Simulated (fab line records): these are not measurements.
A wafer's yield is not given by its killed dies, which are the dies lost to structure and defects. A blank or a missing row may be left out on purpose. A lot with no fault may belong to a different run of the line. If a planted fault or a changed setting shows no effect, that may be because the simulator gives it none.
Code-filled problem report in 8D (eight disciplines) form / flow berkeley cmos170 / the parts of the form that need people (team, actions taken, sign-off) are left out

== 1. WHAT IS WRONG ==
Wafers without a fault read 495.0 W, standard deviation 1.9; rf fwd power W at UCB170_M3_ETCH_17 reads a mean of 415.3 W on 6 wafers belonging to 2 lots. That puts it -42 standard deviations away from the usual mean.
The step: etches BARC in N2/H2.
Seen first at day 12 10:07 on rie diel-01, wafer L930.1. The record has a number at this step for 42 wafers belonging to 14 lots. Rule for "out", or "out of limits": more than 4 standard deviations from the usual mean. All remaining wafers that have a number are taken as sound.

== 2. WHAT IT IS AND WHAT IT IS NOT ==
question=which readings at this step | is=rf fwd power W, oes product au | is not=drypump motor current A, throttle valve pct
question=which lots | is=L930, L931 | is not=L917, L918, L919, L920, L922, L923, L924, L925, L927, L929, L936, L939
question=which wafers of those lots | is=all that have a number | is not=-
question=read on which tools | is=rie diel-01 | is not=rie diel-03, rie diel-04
question=when | is=from day 12 10:07 | is not=up to then (30 sound wafers); but 6 sound wafers of L936, L939 came after

== 3. WHAT RULES OUT EACH SUSPECT ==
Counting: any tool at a process step up to the reading is kept as a suspect provided that every lot that is out went through it and no sound lot did after the first of them.
- rie diel-01 at UCB170_M3_ETCH_17 (etches BARC in N2/H2): kept. Every lot that is out went through it, starting with L930 (day 12 10:07), and after that it ran no sound lot; the last sound lot it ran before then is L929 (day 11 17:56). Its own readings are out on those wafers: oes product au, rf fwd power W.
Remaining after the count: rie diel-01 at UCB170_M3_ETCH_17.

== 4. THE CAUSE (what the simulator had put in) ==
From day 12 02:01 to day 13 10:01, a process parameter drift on rie diel-01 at UCB170_M3_ETCH_17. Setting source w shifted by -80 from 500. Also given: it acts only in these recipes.
After counting, this tool was the only one left.

== 5. THE CHAIN OF EFFECTS, in route order ==
Each row: a reading whose mean over the struck wafers that have a number lies more than 3 standard deviations from the usual. Only readings for which the record gives a usual standard deviation are gone through. hours: the time from each lot's start at the first step in this table that gives one to its start at this step, as a median over the lots. sigmas: the change in usual standard deviations.
hours=0; step=UCB170_M3_ETCH_17; reading=oes product au; usual=1.003 a.u.; on struck wafers=0.918; change=-0.085; sigmas=-4.7
hours=0; step=UCB170_M3_ETCH_17; reading=rf fwd power W; usual=495.0 W; on struck wafers=415.3; change=-79.7; sigmas=-42
Here are the process steps it includes:
- UCB170_M3_ETCH_17: etches BARC in N2/H2.

== 6. WHAT WOULD HAVE CAUGHT IT SOONER ==
In this record the first reading out of limits was taken at day 12 10:07, 8 hours after the fault began at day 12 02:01.
